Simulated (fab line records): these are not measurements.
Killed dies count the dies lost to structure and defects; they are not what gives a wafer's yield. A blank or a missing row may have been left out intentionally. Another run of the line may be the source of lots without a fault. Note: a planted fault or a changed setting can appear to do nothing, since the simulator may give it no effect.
Comparing a struck lot with a sound one / flow rit_cmos / 14 steps out of a route of 202
Sound: wafers L503.2, L503.4, L503.5. Struck: wafers L507.1, L507.6 (left out: L507.3, a lot-mate that was not struck); the cause follows at the end.
Per side, at each step with rows, come the tool, then ch with its chambers, and then its first start. Under that, the readings that differ: sound wafers / struck wafers / difference of the means / sigmas: that difference in standard deviations of wafers without a fault.
alike: a reading whose means differ by less than 2 such deviations, as well as words and numbers matching on both sides. not compared: withheld readings; readings where some wafer has no value; bounds like >300 that might hide an equal value; numbers whose values overlap and for which the record gives no deviation.
A row with sigmas, a row that says differs or no value, or rows on one side alone: a step with any of these is where the two part. Non-overlapping numbers with no deviation appear without sigmas and do not part them. A reading that every wafer of one side lacks parts them only if that side has two wafers or more.

first, 1 step without rows for these wafers: RIT_ACTIVE_OXIDATION_01 (target thk 46.8 nm, ox time 3417 s).
RIT_ACTIVE_THK_MEAS_02:
  sound on film_metro-04, day 1 22:56; struck on film_metro-03, day 2 19:36
  alike: ACTIVE_OXIDE_THK
then, 1 step without rows for these wafers: RIT_ACTIVE_CVD_03 (deposits Si3N4 from SiH2Cl2/NH3, target thk 150 nm, time 1500 s).
RIT_ACTIVE_THK_MEAS_04:
  sound on film_metro-01, day 2 00:25; struck on film_metro-03, day 2 21:05
  alike: ACTIVE_NITRIDE_THK
then, 6 steps without rows for these wafers: RIT_ACTIVE_HMDS_05 (prime time 60 s); RIT_ACTIVE_COAT_06 (resist thk 1000 nm); RIT_ACTIVE_SOFTBAKE_07 (time 60 s); RIT_ACTIVE_EXPOSE_08 (exposes mask M1, target cd 1400 nm); RIT_ACTIVE_PEB_09; RIT_ACTIVE_DEVELOP_10 (develop time 50 s).
RIT_ACTIVE_CD_MEAS_11: the cd target is 1400 nm.
  sound on cd_sem-02, day 2 01:28; struck on cd_sem-02, day 2 22:07
  alike: cd_nm
then, 1 step without rows for these wafers: RIT_ACTIVE_HARDBAKE_12 (time 60 s).
RIT_ACTIVE_ETCH_13: etches Si3N4 in SF6, stops on SiO2, time 210 s, target depth 210 nm.
  sound on rie_diel-01 ch 2,3, day 2 01:43; struck on rie_diel-02 ch 2, day 2 22:23
reading=oes_product_au (a.u.); sound=0.822 0.802 0.802; struck=0.969 0.975; difference=+0.163; sigmas=+15
reading=model.NOVOLAK_of_ACTIVE_COAT_06.thk_nm (nm); sound=654.7 668.6 666; struck=713.8 708.4; difference=+48.0; sigmas=
  alike: drypump_motor_current_A, throttle_valve_pct
  not compared: rf_hours_counter_h
RIT_ACTIVE_STRIP_14: strips in O2, time 180 s.
  sound on plasma_asher-02 ch 0, day 2 01:51; struck on plasma_asher-04 ch 0, day 2 22:31
  alike: drypump_motor_current_A
  not compared: rf_hours_counter_h

== WHERE THEY PART ==
At RIT_ACTIVE_ETCH_13 and nowhere else, as far as this record goes. Later steps at which nothing parts them and some readings are alike: RIT_ACTIVE_STRIP_14.

WHY: what the simulator had put in
rie_diel-02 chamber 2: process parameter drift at RIT_ACTIVE_ETCH_13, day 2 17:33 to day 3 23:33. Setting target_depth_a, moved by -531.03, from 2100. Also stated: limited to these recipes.
